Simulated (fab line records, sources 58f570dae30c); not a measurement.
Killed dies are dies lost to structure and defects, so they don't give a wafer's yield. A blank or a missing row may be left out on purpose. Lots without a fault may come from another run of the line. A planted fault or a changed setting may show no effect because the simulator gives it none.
Which tool did it? | flow berkeley_cmos170 | 7 lots, 21 wafers sampled, at 3 steps of a route of 331

WHAT THE GAUGES READ, wafer by wafer
UCB170_PFIELD_TW_MEAS_09.
lot  | measured    | on            | PFIELD_TW
L327 | day 5 13:51 | film_metro-02 | 615 614 610
L329 | day 5 13:49 | film_metro-02 | 614 609 612
L333 | day 6 15:58 | film_metro-04 | 673 669 671
L340 | day 8 00:13 | film_metro-02 | 610 613 614
L344 | day 8 14:11 | film_metro-01 | 611 614 611
L347 | day 9 08:50 | film_metro-02 | 621 618 618
L348 | day 9 17:50 | film_metro-04 | 598 595 598

WHICH TOOL RAN EACH LOT (tool, then ch and the chambers of the sampled wafers, then the start)
lot  | UCB170_PWELL_ETCH_14              | UCB170_PFIELD_IMPLANT_07
L327 | rie_diel-03 ch 0,3, day 3 20:03   | implanter-04 ch 0, day 5 13:34
L329 | rie_diel-02 ch 1,2, day 3 20:19   | implanter-03 ch 0, day 5 13:35
L333 | rie_diel-02 ch 1,2, day 5 00:35   | implanter-03 ch 0, day 6 15:44
L340 | rie_diel-02 ch 1,2,3, day 6 09:02 | implanter-04 ch 0, day 7 23:59
L344 | rie_diel-04 ch 0,1,3, day 7 02:41 | implanter-04 ch 0, day 8 13:56
L347 | rie_diel-02 ch 0,3, day 7 17:58   | implanter-02 ch 0, day 9 08:35
L348 | rie_diel-03 ch 0,2, day 8 05:02   | implanter-03 ch 0, day 9 17:35
- UCB170_PWELL_ETCH_14: etches Si3N4 in CH3F/Ar/O2, stops on SiO2, target depth 242 nm, time 151 s.
- UCB170_PFIELD_IMPLANT_07

THE ANSWER, worked out from the rows above alone
Rule: what is usual is taken from the lots themselves. Put in order of their means at a reading, lots are off if they are a third of the lots or fewer, leave a main group of 4 or more, and stand apart from it by a gap of 3 or more times the standard deviation of the main group's means; of several such gaps the widest counts. A main group whose means are all the same, to the digits that the tables above print for the reading, isn't used. A lot without any number at a reading at which 4 lots or more have one is off too. The other lots that the step has rows for count as sound.
Off: L333, at UCB170_PFIELD_TW_MEAS_09 (PFIELD_TW). The main group: mean 611, standard deviation 6.7.
A tool fits if, at a process step before that reading, it ran every lot that is off, and no sound lot after the first of them. The gauges at UCB170_PFIELD_TW_MEAS_09 are tried like those tools. None of those tried fits.

WHAT THE SIMULATOR HAD PUT IN
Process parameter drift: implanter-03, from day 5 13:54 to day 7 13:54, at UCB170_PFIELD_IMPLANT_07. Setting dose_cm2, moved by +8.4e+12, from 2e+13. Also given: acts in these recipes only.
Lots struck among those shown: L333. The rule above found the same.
